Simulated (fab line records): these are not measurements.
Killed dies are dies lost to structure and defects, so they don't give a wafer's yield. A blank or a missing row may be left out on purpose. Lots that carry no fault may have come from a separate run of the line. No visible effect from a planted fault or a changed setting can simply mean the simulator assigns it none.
Which tool is to blame? + flow ritCmos + 42 wafers sampled from 14 lots at 1 step of a route of 202

WHAT THE GAUGES SHOWED, per wafer
RIT_GATE_OVL_MEAS_17.
| lot  | measured    | on         | GATE_OVL (nm)  |
|------|-------------|------------|----------------|
| L163 | day 2 15:38 | overlay-01 | 2.5 1.2 1.8    |
| L164 | day 2 18:20 | overlay-02 | 2.4 2.1 2.8    |
| L166 | day 3 07:44 | overlay-02 | 0.7 -0.1 0.1   |
| L168 | day 3 20:20 | overlay-02 | 0.1 1.7 1.3    |
| L169 | day 3 23:50 | overlay-02 | 0.1 0.6 0.5    |
| L170 | day 4 01:11 | overlay-01 | 2.3 2.3 1.3    |
| L171 | day 4 08:31 | overlay-01 | 0.6 0.1 -0.2   |
| L172 | day 4 15:42 | overlay-01 | 3.2 3.3 3.4    |
| L179 | day 6 03:47 | overlay-02 | -1.7 -2.2 -0.3 |
| L180 | day 6 08:49 | overlay-02 | 1.2 0.7 1.2    |
| L181 | day 6 17:19 | overlay-01 | 1.6 2.6 0.5    |
| L182 | day 6 21:05 | overlay-02 | 1.0 2.0 1.4    |
| L184 | day 6 23:58 | overlay-02 | 2.3 1.8 0.7    |
| L186 | day 7 12:19 | overlay-02 | 1.7 0.6 0.7    |

TOOL THAT RAN EACH LOT (tool first, then ch and the chambers of the sampled wafers, then the start)
Before these readings, the record contains no process step.

WHAT THE TOOLS THEMSELVES READ (means of the sampled wafers that have a number; where no wafer has one, the mark that the record gives instead)
The record holds no such reading with a usual standard deviation.

THE ANSWER, worked out from the rows above alone
Rule: what is usual is taken from the lots themselves. Put in order of their means at a reading, lots are off if they are a third of the lots or fewer, leave a main group of 4 or more, and stand apart from it by a gap of 3 or more times the standard deviation of the main group's means; of several such gaps the widest counts. The tables above print the reading to a certain number of digits; a main group whose means all agree to those digits is not used. A lot without any number at a reading at which 4 lots or more have one is off too. Where the step has rows for the other lots, those lots are counted as sound. Order of review: gauges by route order, followed by the tools' own readings, for which a lot's mean as printed above is used. At the first step where some lot is off, the reading lying furthest off is the one used; lots without a number count as furthest.
Across all readings shown, no lot is off: no conclusion can be drawn from this.

WHAT HAD BEEN PUT IN BY THE SIMULATOR
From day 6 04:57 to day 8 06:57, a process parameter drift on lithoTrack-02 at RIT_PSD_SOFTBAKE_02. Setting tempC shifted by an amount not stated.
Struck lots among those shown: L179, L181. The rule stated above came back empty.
